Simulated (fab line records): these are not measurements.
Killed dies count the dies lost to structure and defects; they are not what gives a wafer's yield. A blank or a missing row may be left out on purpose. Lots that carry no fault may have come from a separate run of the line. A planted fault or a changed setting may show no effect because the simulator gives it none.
Which tool did it? / flow berkeley-cmos170 / 33 wafers from 11 lots sampled at 5 of the route's 331 steps

## WHAT THE GAUGES READ, wafer by wafer
UCB170_M2_THK_MEAS_03: measures by xrf. Usual: for M2_AL_THK the level is 910 nm and the standard deviation is 9.8.
lot=L690; measured=day 7 17:14; on=film-metro-03; M2_AL_THK (nm)=890 889 899; flag=
lot=L689; measured=day 7 17:35; on=film-metro-01; M2_AL_THK (nm)=908 907 919; flag=
lot=L692; measured=day 7 22:08; on=film-metro-01; M2_AL_THK (nm)=918 916 904; flag=
lot=L691; measured=day 7 22:24; on=film-metro-04; M2_AL_THK (nm)=910 918 918; flag=
lot=L702; measured=day 10 10:17; on=film-metro-03; M2_AL_THK (nm)=929 918 919; flag=
lot=L704; measured=day 11 00:41; on=film-metro-03; M2_AL_THK (nm)=917 895 900; flag=
lot=L706; measured=day 11 02:55; on=film-metro-03; M2_AL_THK (nm)=910 909 910; flag=
lot=L707; measured=day 11 17:13; on=film-metro-04; M2_AL_THK (nm)=915 914 910; flag=
lot=L708; measured=day 11 22:56; on=film-metro-04; M2_AL_THK (nm)=899 903 895; flag=
lot=L709; measured=day 11 23:41; on=film-metro-04; M2_AL_THK (nm)=915 896 902; flag=
lot=L712; measured=day 12 23:31; on=film-metro-01; M2_AL_THK (nm)=906 907 913; flag=

UCB170_M2_CD_MEAS_15 targets a cd of 700 nm. Usual: cd-nm at 700.1 nm, with a standard deviation of 1.3.
lot=L690; measured=day 7 19:01; on=cd-sem-02; cd-nm (nm)=701.2 699.9 699.9; flag=
lot=L689; measured=day 7 19:47; on=cd-sem-02; cd-nm (nm)=701.0 701.7 700.2; flag=
lot=L692; measured=day 7 23:59; on=cd-sem-01; cd-nm (nm)=701.5 700.9 701.9; flag=
lot=L691; measured=day 8 00:23; on=cd-sem-02; cd-nm (nm)=698.3 699.1 699.0; flag=
lot=L702; measured=day 10 12:17; on=cd-sem-01; cd-nm (nm)=698.4 699.1 697.4; flag=
lot=L704; measured=day 11 02:36; on=cd-sem-02; cd-nm (nm)=699.1 699.3 699.5; flag=
lot=L706; measured=day 11 05:26; on=cd-sem-02; cd-nm (nm)=697.9 698.0 698.2; flag=
lot=L707; measured=day 11 18:52; on=cd-sem-02; cd-nm (nm)=700.2 701.5 700.0; flag=
lot=L708; measured=day 12 01:42; on=cd-sem-01; cd-nm (nm)=698.8 698.9 699.5; flag=
lot=L709; measured=day 12 02:08; on=cd-sem-01; cd-nm (nm)=700.2 699.9 698.9; flag=
lot=L712; measured=day 13 05:10; on=cd-sem-01; cd-nm (nm)=700.6 701.9 701.5; flag=

UCB170_M2_CD_MEAS_90 targets a cd of 700 nm. Usual: cd-nm at 699 nm, with a standard deviation of 3.1.
lot=L690; measured=day 7 19:31; on=cd-sem-02; cd-nm (nm)=698 698 701; flag=
lot=L689; measured=day 7 20:28; on=cd-sem-02; cd-nm (nm)=705 708 703; flag=
lot=L692; measured=day 8 00:28; on=cd-sem-01; cd-nm (nm)=702 703 707; flag=
lot=L691; measured=day 8 00:52; on=cd-sem-01; cd-nm (nm)=693 692 694; flag=
lot=L702; measured=day 10 12:46; on=cd-sem-02; cd-nm (nm)=696 700 698; flag=
lot=L704; measured=day 11 03:05; on=cd-sem-02; cd-nm (nm)=698 697 696; flag=
lot=L706; measured=day 11 05:55; on=cd-sem-02; cd-nm (nm)=696 696 697; flag=
lot=L707; measured=day 11 19:22; on=cd-sem-01; cd-nm (nm)=700 701 698; flag=
lot=L708; measured=day 12 02:11; on=cd-sem-02; cd-nm (nm)=695 693 695; flag=
lot=L709; measured=day 12 02:37; on=cd-sem-02; cd-nm (nm)=700 699 697; flag=
lot=L712; measured=day 13 05:40; on=cd-sem-02; cd-nm (nm)=699 700 701; flag=

UCB170_V2_THK_MEAS_04. Usual: for V2_POLISHED_THK the level is 1000.2 nm and the standard deviation is 1.
lot=L690; measured=day 7 20:28; on=film-metro-02; V2_POLISHED_THK (nm)=999.9 1000.6 1000.2; flag=
lot=L689; measured=day 7 21:11; on=film-metro-01; V2_POLISHED_THK (nm)=1000.6 1000.4 1001.4; flag=
lot=L692; measured=day 8 01:13; on=film-metro-02; V2_POLISHED_THK (nm)=1000.6 999.8 1000.8; flag=
lot=L691; measured=day 8 01:36; on=film-metro-04; V2_POLISHED_THK (nm)=1001.8 1000.9 999.4; flag=
lot=L702; measured=day 10 13:31; on=film-metro-04; V2_POLISHED_THK (nm)=1335.9 1000.2 1002.2; flag=OFF
lot=L704; measured=day 11 03:50; on=film-metro-02; V2_POLISHED_THK (nm)=999.6 1000.2 998.7; flag=
lot=L706; measured=day 11 06:41; on=film-metro-02; V2_POLISHED_THK (nm)=1000.4 999.6 1001.0; flag=
lot=L707; measured=day 11 20:07; on=film-metro-01; V2_POLISHED_THK (nm)=999.2 1000.2 999.1; flag=
lot=L708; measured=day 12 02:56; on=film-metro-02; V2_POLISHED_THK (nm)=1000.2 1001.7 1001.4; flag=
lot=L709; measured=day 12 03:22; on=film-metro-04; V2_POLISHED_THK (nm)=1001.3 1001.4 1000.7; flag=
lot=L712; measured=day 13 06:25; on=film-metro-01; V2_POLISHED_THK (nm)=999.2 998.0 1002.1; flag=

## WHAT TOOL EACH LOT RAN ON (gives the tool, then ch and the chambers of the sampled wafers, and finally the start)
lot=L690; UCB170_V2_CMP_02=cmp-02 ch 0,1, day 7 20:02
lot=L689; UCB170_V2_CMP_02=cmp-01 ch 0,1,2, day 7 20:51
lot=L692; UCB170_V2_CMP_02=cmp-02 ch 1,2,3, day 8 00:51
lot=L691; UCB170_V2_CMP_02=cmp-01 ch 0,1,2, day 8 01:16
lot=L702; UCB170_V2_CMP_02=cmp-01 ch 0,1,2, day 10 13:11
lot=L704; UCB170_V2_CMP_02=cmp-02 ch 0,1,3, day 11 03:25
lot=L706; UCB170_V2_CMP_02=cmp-02 ch 0,1,2, day 11 06:22
lot=L707; UCB170_V2_CMP_02=cmp-02 ch 0,1,3, day 11 19:41
lot=L708; UCB170_V2_CMP_02=cmp-02 ch 1,2,3, day 12 02:34
lot=L709; UCB170_V2_CMP_02=cmp-02 ch 1,2, day 12 02:55
lot=L712; UCB170_V2_CMP_02=cmp-01 ch 0,2,3, day 13 06:05
- UCB170_V2_CMP_02: polishes SiO2.

## AS READ BY THE TOOLS THEMSELVES (means over the sampled wafers that have a number; for cases with no such wafer, the mark the record gives instead)
UCB170_V2_CMP_02. Usual: motor-current-A at 16.4 A, with a standard deviation of 1.2.
lot=L690; tool=cmp-02; motor-current-A (A)=15.7; flag=
lot=L689; tool=cmp-01; motor-current-A (A)=16.9; flag=
lot=L692; tool=cmp-02; motor-current-A (A)=16.9; flag=
lot=L691; tool=cmp-01; motor-current-A (A)=16.0; flag=
lot=L702; tool=cmp-01; motor-current-A (A)=16.5; flag=
lot=L704; tool=cmp-02; motor-current-A (A)=16.4; flag=
lot=L706; tool=cmp-02; motor-current-A (A)=17.0; flag=
lot=L707; tool=cmp-02; motor-current-A (A)=16.5; flag=
lot=L708; tool=cmp-02; motor-current-A (A)=16.7; flag=
lot=L709; tool=cmp-02; motor-current-A (A)=17.7; flag=
lot=L712; tool=cmp-01; motor-current-A (A)=17.0; flag=

## THE ANSWER, worked out from the rows above alone
Rule: a lot is off if the mean of its wafers that have a number lies more than 3 standard deviations from the usual mean. A lot without any number at a reading at which 4 lots or more have one is off too. All remaining lots with rows at the step are treated as sound. The gauges are gone through in route order, then the tools' own readings, and for those a lot's mean is taken as printed above. At the first step where some lot is off, the reading lying furthest off is the one used; lots without a number count as furthest.
Off: L702, at UCB170_V2_THK_MEAS_04 (V2_POLISHED_THK).
If a tool, at a process step before that reading, ran all the lots that are off and no sound lot after the first of them, it fits. Those tools and the gauges at UCB170_V2_THK_MEAS_04 are tried in the same way. No candidate that was tried fits.

## WHAT WAS PUT IN BY THE SIMULATOR
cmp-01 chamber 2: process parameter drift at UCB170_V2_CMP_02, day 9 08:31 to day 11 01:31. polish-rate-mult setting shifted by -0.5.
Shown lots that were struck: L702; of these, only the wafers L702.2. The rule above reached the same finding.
